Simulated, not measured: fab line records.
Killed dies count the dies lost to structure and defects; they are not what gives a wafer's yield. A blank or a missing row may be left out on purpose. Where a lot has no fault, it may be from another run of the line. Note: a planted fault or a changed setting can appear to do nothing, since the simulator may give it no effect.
fab line records	flow berkeley-cmos170
[record] lots = 14	wafers = 42	last-day = 13
route steps=331 shown PFIELD@87 NVT@111 PVT@124 FIELD@126
lots untouched by any fault: they come from a run of this same line in which no faults occurred
start-h: hours from the record's opening day to when the first of the lot's shown wafers began	wait-h: hours from the lot's prior step to this one	" same as the row above	L1.1+2: a row that stands for several wafers	- value missing, or start not given	* or withheld: withheld	< > ~ a bound
route shown NAME@n: NAME is a module with steps in the file, n the number in the route of the first one	usual: the fault-free wafers' mean and standard deviation	same: alike in all rows	chamber/n: place in a boat	sites: readings site by site	_std_site: the values' standard deviation	_edge_site: outer sites' mean less inner sites'	radius-mm: how far each site lies from the wafer's centre	mask NAME#n: copy n	behind: the last tool/chamber to shape the wafer	hold: cause of the lot's hold/its duration in hours/its outcome	device: transistor that didn't switch, given as n, p or np	end of line: tests of these same wafers at the route's end	a step given without rows: its recipe and nothing more	killed: the dies lost at the first sort to structure and to defects; this is not the yield of the wafer	map: shows each die of a wafer: x if killed, . if not, _ if none is there
set.NAME: setting as actually run; set.NAME@STEP: the setting as run at that earlier step	model.NAME: the simulator's own value behind a step, which no gauge read
one table for each step of the route and one row for each wafer, over a sample of lots
services: the hour from which a tool's chamber was out of use, counted from the record's first day as start-h (under 0 if before that day), plus the number of hours and why
[[steps]]
[step UCB170_PFIELD_STRIP_08]
[recipe] chemistry = O2	power-w = 400	pressure-mtorr = 3500	platen-temp-c = withheld	o2-flow-sccm = 400	overash-fraction = 0.5
[usual] drypump-motor-current-A = 5.9/0.5	oes-product-au = 0.735/0.0046	strip-time-to-endpoint-s = 21.63/0.064
lot.wafer	tool	chamber	start-h	wait-h	drypump-motor-current-A	oes-product-au	rf-hours-counter-h	strip-time-to-endpoint-s
L494.1	plasma-asher-01	0	107.60	0.1	6.2	0.734	40	21.69
L494.5	"	0	"	"	6.2	0.729	-	21.64
L494.6	"	1	"	"	6.2	0.737	-	21.60
L500.2	plasma-asher-01	0	130.82	0.1	6.2	0.738	43	21.52
L500.4	"	1	"	"	6.2	0.743	-	21.55
L500.5	"	0	"	"	6.2	0.739	-	21.50
L502.1	plasma-asher-04	0	140.93	0.1	5.2	0.731	2	21.70
L502.2	"	1	"	"	5.8	0.731	2	21.72
L502.3	"	0	"	"	5.2	0.737	-	21.69
L501.4	plasma-asher-04	0	141.55	0.1	5.1	0.735	-	21.61
L501.5	"	0	"	"	5.1	0.733	-	21.63
L501.6	"	1	"	"	5.8	0.731	-	21.62
L503.1	plasma-asher-01	0	141.76	0.1	6.2	0.732	43	21.74
L503.3	"	0	"	"	6.2	0.735	-	21.69
L503.5	"	1	"	"	6.2	0.729	-	21.66
L505.2	plasma-asher-04	0	150.00	0.1	5.1	0.738	3	21.59
L505.3	"	0	"	"	5.2	0.742	-	21.64
L505.6	"	1	"	"	5.8	0.735	-	21.68
L504.1	plasma-asher-01	0	150.11	0.1	6.2	0.742	44	21.56
L504.2	"	1	"	"	6.2	0.735	44	21.58
L504.5	"	1	"	"	6.2	0.738	-	21.57
L506.1	plasma-asher-03	1	170.12	0.1	5.5	0.740	44	21.55
L506.2	"	0	"	"	6.7	0.730	44	21.62
L506.3	"	0	"	"	6.7	0.737	-	21.58
L507.2	plasma-asher-04	0	170.27	0.1	5.2	0.733	5	21.66
L507.4	"	0	"	"	5.2	0.735	-	21.62
L507.5	"	1	"	"	5.8	0.727	-	21.63
L512.2	plasma-asher-03	0	176.01	0.1	6.7	0.739	44	21.62
L512.4	"	0	"	"	6.7	0.741	-	21.62
L512.5	"	0	"	"	6.7	0.734	-	21.68
L510.2	plasma-asher-01	1	176.10	0.1	6.2	0.729	47	21.65
L510.3	"	0	"	"	6.2	0.742	-	21.68
L510.4	"	1	"	"	6.2	0.726	-	21.61
L516.1	plasma-asher-04	0	206.49	0.1	5.2	0.737	9	21.65
L516.3	"	0	"	"	5.1	0.741	-	21.61
L516.5	"	0	"	"	5.1	0.732	-	21.60
L517.2	plasma-asher-03	1	207.21	0.1	5.4	0.735	47	21.53
L517.5	"	0	"	"	6.7	0.732	-	21.56
L517.6	"	1	"	"	5.4	0.733	-	21.59
L515.1	plasma-asher-01	0	207.75	0.1	6.2	0.728	51	21.59
L515.2	"	1	"	"	6.2	0.732	51	21.66
L515.3	"	0	"	"	6.2	0.737	-	21.63
[step UCB170_NVT_IMPLANT_07]
[recipe] species = BF2	dose-cm2 = 3e+12	energy-kev = 50	tilt-deg = 7
[usual] dose-ions-cm2 = 3e+12/3.6e+09	faraday-current-uA = 9.53/0.21
lot.wafer	tool	chamber	start-h	wait-h	dose-ions-cm2	faraday-current-uA
L494.1	implanter-02	0	144.16	0.0	2.994e+12	9.18
L494.5	"	0	"	"	2.997e+12	9.36
L494.6	"	0	"	"	3e+12	9.57
L500.2	implanter-02	0	167.82	0.0	3e+12	9.72
L500.4	"	0	"	"	3.004e+12	9.46
L500.5	"	0	"	"	3.002e+12	9.32
L503.1	implanter-01	0	174.16	0.0	2.996e+12	9.33
L503.3	"	0	"	"	2.999e+12	9.47
L503.5	"	0	"	"	2.997e+12	9.73
L501.4	implanter-03	0	174.96	0.1	2.998e+12	9.80
L501.5	"	0	"	"	2.998e+12	9.49
L501.6	"	0	"	"	2.996e+12	9.39
L502.1	implanter-02	0	175.03	0.0	2.999e+12	9.49
L502.2	"	0	"	"	2.996e+12	9.72
L502.3	"	0	"	"	3.001e+12	9.54
L504.1	implanter-03	0	187.94	0.0	2.998e+12	9.23
L504.2	"	0	"	"	3.003e+12	9.54
L504.5	"	0	"	"	3e+12	9.51
L505.2	implanter-02	0	188.21	0.0	3.005e+12	9.36
L505.3	"	0	"	"	3.005e+12	9.63
L505.6	"	0	"	"	3.002e+12	9.38
L507.2	implanter-03	0	203.95	0.0	3.002e+12	9.71
L507.4	"	0	"	"	3.005e+12	9.72
L507.5	"	0	"	"	3.003e+12	9.62
L506.1	implanter-01	0	204.44	0.0	2.998e+12	9.54
L506.2	"	0	"	"	2.996e+12	9.42
L506.3	"	0	"	"	2.997e+12	9.45
L510.2	implanter-03	0	209.71	0.0	2.998e+12	9.62
L510.3	"	0	"	"	3.008e+12	9.80
L510.4	"	0	"	"	3.003e+12	9.44
L512.2	implanter-01	0	209.71	0.0	2.998e+12	9.40
L512.4	"	0	"	"	2.998e+12	9.12
L512.5	"	0	"	"	2.995e+12	9.65
L516.1	implanter-02	0	237.92	0.0	2.343e+12	7.48
L516.3	"	0	"	"	2.342e+12	7.50
L516.5	"	0	"	"	2.348e+12	7.48
L517.2	implanter-03	0	238.43	0.0	2.997e+12	9.38
L517.5	"	0	"	"	2.997e+12	9.75
L517.6	"	0	"	"	2.999e+12	9.54
L515.1	implanter-02	0	238.65	0.0	2.337e+12	7.39
L515.2	"	0	"	"	2.335e+12	7.40
L515.3	"	0	"	"	2.337e+12	7.60
[step UCB170_NVT_TW_MEAS_09]
[usual] NVT_TW = 523/6.2
lot.wafer	tool	chamber	start-h	wait-h	NVT_TW
L494.1	film-metro-03	-	144.41	0.1	516
L494.5	"	-	"	"	514
L494.6	"	-	"	"	516
L500.2	film-metro-04	-	168.05	0.1	533
L500.4	"	-	"	"	533
L500.5	"	-	"	"	533
L503.1	film-metro-01	-	174.41	0.1	520
L503.3	"	-	"	"	520
L503.5	"	-	"	"	523
L501.4	film-metro-04	-	175.16	0.1	533
L501.5	"	-	"	"	531
L501.6	"	-	"	"	532
L502.1	film-metro-03	-	175.28	0.1	515
L502.2	"	-	"	"	512
L502.3	"	-	"	"	514
L504.1	film-metro-03	-	188.19	0.1	515
L504.2	"	-	"	"	515
L504.5	"	-	"	"	513
L505.2	film-metro-04	-	188.44	0.1	532
L505.3	"	-	"	"	529
L505.6	"	-	"	"	531
L507.2	film-metro-04	-	204.19	0.1	531
L507.4	"	-	"	"	529
L507.5	"	-	"	"	529
L506.1	film-metro-04	-	204.69	0.1	529
L506.2	"	-	"	"	531
L506.3	"	-	"	"	531
L510.2	film-metro-01	-	209.94	0.1	518
L510.3	"	-	"	"	520
L510.4	"	-	"	"	518
L512.2	film-metro-01	-	210.00	0.1	519
L512.4	"	-	"	"	519
L512.5	"	-	"	"	518
L516.1	film-metro-03	-	238.17	0.1	480
L516.3	"	-	"	"	478
L516.5	"	-	"	"	481
L517.2	film-metro-04	-	238.67	0.1	530
L517.5	"	-	"	"	530
L517.6	"	-	"	"	526
L515.1	film-metro-01	-	238.90	0.1	484
L515.2	"	-	"	"	484
L515.3	"	-	"	"	486
[step UCB170_PVT_TW_MEAS_09]
[usual] PVT_TW = 511/3.7
lot.wafer	tool	chamber	start-h	wait-h	PVT_TW
L494.1	film-metro-02	-	146.19	0.1	514
L494.5	"	-	"	"	512
L494.6	"	-	"	"	511
L500.2	film-metro-02	-	170.62	0.1	508
L500.4	"	-	"	"	509
L500.5	"	-	"	"	510
L503.1	film-metro-04	-	177.78	0.1	516
L503.3	"	-	"	"	515
L503.5	"	-	"	"	517
L501.4	film-metro-02	-	178.17	0.1	513
L501.5	"	-	"	"	513
L501.6	"	-	"	"	510
L502.1	film-metro-02	-	178.42	0.1	508
L502.2	"	-	"	"	508
L502.3	"	-	"	"	508
L504.1	film-metro-04	-	191.32	0.1	514
L504.2	"	-	"	"	513
L504.5	"	-	"	"	513
L505.2	film-metro-02	-	191.38	0.1	511
L505.3	"	-	"	"	511
L505.6	"	-	"	"	512
L507.2	film-metro-04	-	208.13	0.1	515
L507.4	"	-	"	"	517
L507.5	"	-	"	"	515
L506.1	film-metro-04	-	208.83	0.1	514
L506.2	"	-	"	"	513
L506.3	"	-	"	"	513
L510.2	film-metro-01	-	213.02	0.1	500
L510.3	"	-	"	"	503
L510.4	"	-	"	"	502
L512.2	film-metro-02	-	213.29	0.1	510
L512.4	"	-	"	"	511
L512.5	"	-	"	"	513
L516.1	film-metro-04	-	241.33	0.1	515
L516.3	"	-	"	"	513
L516.5	"	-	"	"	516
L517.2	film-metro-04	-	241.61	0.1	514
L517.5	"	-	"	"	516
L517.6	"	-	"	"	514
L515.1	film-metro-01	-	241.88	0.1	505
L515.2	"	-	"	"	506
L515.3	"	-	"	"	506
[step UCB170_FIELD_THK_MEAS_91]
[recipe] reads = SiO2_of_FIELD_OXIDATION_01
[usual] FIELD_OXIDE_LEFT_2_THK = 355/11
lot.wafer	tool	chamber	start-h	wait-h	FIELD_OXIDE_LEFT_2_THK[nm]
L494.1	film-metro-02	-	147.07	0.0	362
L494.5	"	-	"	"	368
L494.6	"	-	"	"	357
L500.2	film-metro-04	-	170.74	0.0	344
L500.4	"	-	"	"	336
L500.5	"	-	"	"	338
L503.1	film-metro-01	-	177.91	0.0	364
L503.3	"	-	"	"	359
L503.5	"	-	"	"	349
L501.4	film-metro-01	-	178.30	0.0	350
L501.5	"	-	"	"	353
L501.6	"	-	"	"	362
L502.1	film-metro-04	-	178.55	0.0	368
L502.2	"	-	"	"	369
L502.3	"	-	"	"	364
L504.1	film-metro-01	-	191.44	0.0	359
L504.2	"	-	"	"	354
L504.5	"	-	"	"	344
L505.2	film-metro-04	-	191.51	0.0	351
L505.3	"	-	"	"	352
L505.6	"	-	"	"	345
L507.2	film-metro-02	-	208.26	0.0	350
L507.4	"	-	"	"	346
L507.5	"	-	"	"	358
L506.1	film-metro-02	-	208.96	0.0	357
L506.2	"	-	"	"	352
L506.3	"	-	"	"	351
L510.2	film-metro-04	-	213.18	0.0	355
L510.3	"	-	"	"	341
L510.4	"	-	"	"	341
L512.2	film-metro-04	-	213.55	0.1	356
L512.4	"	-	"	"	354
L512.5	"	-	"	"	351
L516.1	film-metro-01	-	241.45	0.0	369
L516.3	"	-	"	"	359
L516.5	"	-	"	"	355
L517.2	film-metro-02	-	241.74	0.0	344
L517.5	"	-	"	"	338
L517.6	"	-	"	"	352
L515.1	film-metro-02	-	242.00	0.0	371
L515.2	"	-	"	"	366
L515.3	"	-	"	"	356
[[services]]
tool	chamber	start-h	hours	kind
implanter-03	-	108.39	32.7	pm
plasma-asher-04	-	108.75	9.0	pm
plasma-asher-04	0	108.75	9.0	vent-cycle
plasma-asher-04	1	108.75	9.0	vent-cycle
plasma-asher-04	0	117.75	-	clean
plasma-asher-04	1	117.75	-	clean
plasma-asher-03	-	189.58	5.7	repair
implanter-02	-	210.74	4.5	pm
implanter-01	-	219.92	5.9	repair
implanter-01	-	226.91	4.3	pm
[[key]]
[first-sign] step = UCB170_NVT_IMPLANT_07	reading = dose-ions-cm2	direction = down	sigmas = 99+	usual = 3e+12	struck = 2.34e+12
[effect] step = UCB170_NVT_IMPLANT_07	reading = faraday-current-uA	direction = down	sigmas = 9.8	usual = 9.53	struck = 7.48
[effect] step = UCB170_NVT_TW_MEAS_09	reading = NVT_TW	direction = down	sigmas = 6.5	usual = 523	struck = 482
met-at UCB170_NVT_IMPLANT_07
struck-lots L515,L516
tester-left-out L515,L516
not-acting-at UCB170_PFIELD_STRIP_08,UCB170_PVT_TW_MEAS_09,UCB170_FIELD_THK_MEAS_91
onset-between 188.21 237.92
[fault] kind = process-parameter-drift	tool = implanter-02	chamber = -	onset-h = 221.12	steps = UCB170_NVT_IMPLANT_07	channel = dose-cm2	offset = -6.6e+11	shape = step	end-h = 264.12	acts-in = these-recipes-only	stated = 3e+12
// tester-left-out: of these lots the tester's yield and bins aren't shown, on N5 and GAA mostly nor the transistor test; their killed dies are dies lost to structure and defects alone, not to doping, threshold or leakage, so they don't give the yield
